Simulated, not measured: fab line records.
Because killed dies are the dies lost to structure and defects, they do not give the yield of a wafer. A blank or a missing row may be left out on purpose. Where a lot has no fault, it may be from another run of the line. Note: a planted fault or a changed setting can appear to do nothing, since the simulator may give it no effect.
Comparing a struck lot with a sound one + flow berkeley_cmos170 + 15 steps out of a route of 331
Sound: these wafers, L527.1, L527.4, L527.5. Struck: wafers L540.2, L540.4. (L540.3 of the same lot was not struck and is left out.) The cause comes at the end.
Order at every step that has rows: each side's tool, ch and its chambers, its first start. Under that, the readings that differ: sound wafers + struck wafers + difference of the means + sigmas: that difference in standard deviations of wafers without a fault.
alike: readings with means less than 2 such deviations apart, plus words and numbers identical on both sides. not compared: withheld readings, readings lacking a value on some wafer, bounds such as >300 that could conceal the same value, and numbers that have no deviation in the record and whose values overlap.
Wherever a step has rows on one side only, a row that says differs or no value, or a row with sigmas, the two part there. Numbers that have no deviation but don't overlap get no sigmas and don't part them. Lack of a reading on every wafer of one side parts them only where that side has two or more wafers.

UCB170_PSD_STRIP_09: strips in O2.
  sound on plasma_asher-01 ch 0, day 6 15:50; struck on plasma_asher-01 ch 1, day 9 14:50
  alike: drypump_motor_current_A, o2_flow_sccm, oes_product_au, strip_time_to_endpoint_s
  not compared: rf_hours_counter_h
UCB170_PSD_TW_MEAS_10:
  sound on film_metro-02 at day 6 15:56; struck on film_metro-03 at day 9 14:57
  alike: PSD_TW
then, 7 steps without rows for these wafers: UCB170_PSD_CLEAN_11 (cleans in SPM, time 600 s); UCB170_NSD_HMDS_00 (prime time 60 s); UCB170_NSD_COAT_01 (resist thk 900 nm); UCB170_NSD_SOFTBAKE_02 (time 60 s); UCB170_NSD_EXPOSE_03 (exposes mask NSELECT MOD, target cd 1200 nm); UCB170_NSD_PEB_04; UCB170_NSD_DEVELOP_05 (develop time 45 s).
UCB170_NSD_CD_MEAS_06 targets a cd of 1200 nm.
  sound on cd_sem-02 at day 6 17:50; struck on cd_sem-02 at day 9 16:51
  alike: cd_nm
UCB170_NSD_OVL_MEAS_07:
  sound on overlay-01 at day 6 17:58; struck on overlay-01 at day 9 16:58
  alike: NSD_OVL
then, 1 step without rows for these wafers: UCB170_NSD_IMPLANT_08.
UCB170_NSD_STRIP_09: strips in O2.
  sound on plasma_asher-04 ch 0,1, day 6 18:09; struck on plasma_asher-02 ch 0, day 9 17:08
| reading                      | sound             | struck      | difference | sigmas |
|------------------------------|-------------------|-------------|------------|--------|
| oes_product_au (a.u.)        | 0.537 0.532 0.535 | 0.556 0.550 | +0.018     | +4     |
| strip_time_to_endpoint_s (s) | 35.82 35.83 35.78 | 33.32 33.30 | -2.50      | -32    |
  alike: drypump_motor_current_A, o2_flow_sccm
  not compared: rf_hours_counter_h
UCB170_NSD_TW_MEAS_10:
  sound on film_metro-03 at day 6 18:15; struck on film_metro-03 at day 9 17:15
  alike: NSD_TW
then, 1 step without rows for these wafers: UCB170_M3_PROBE_99.

## WHERE THEY PART
Only at UCB170_NSD_STRIP_09, within this record. Later steps at which nothing parts them and some readings are alike: UCB170_NSD_TW_MEAS_10.

WHY: the cause the simulator had injected
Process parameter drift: plasma_asher-02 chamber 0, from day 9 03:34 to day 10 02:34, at UCB170_NSD_STRIP_09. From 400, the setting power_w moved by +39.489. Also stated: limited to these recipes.
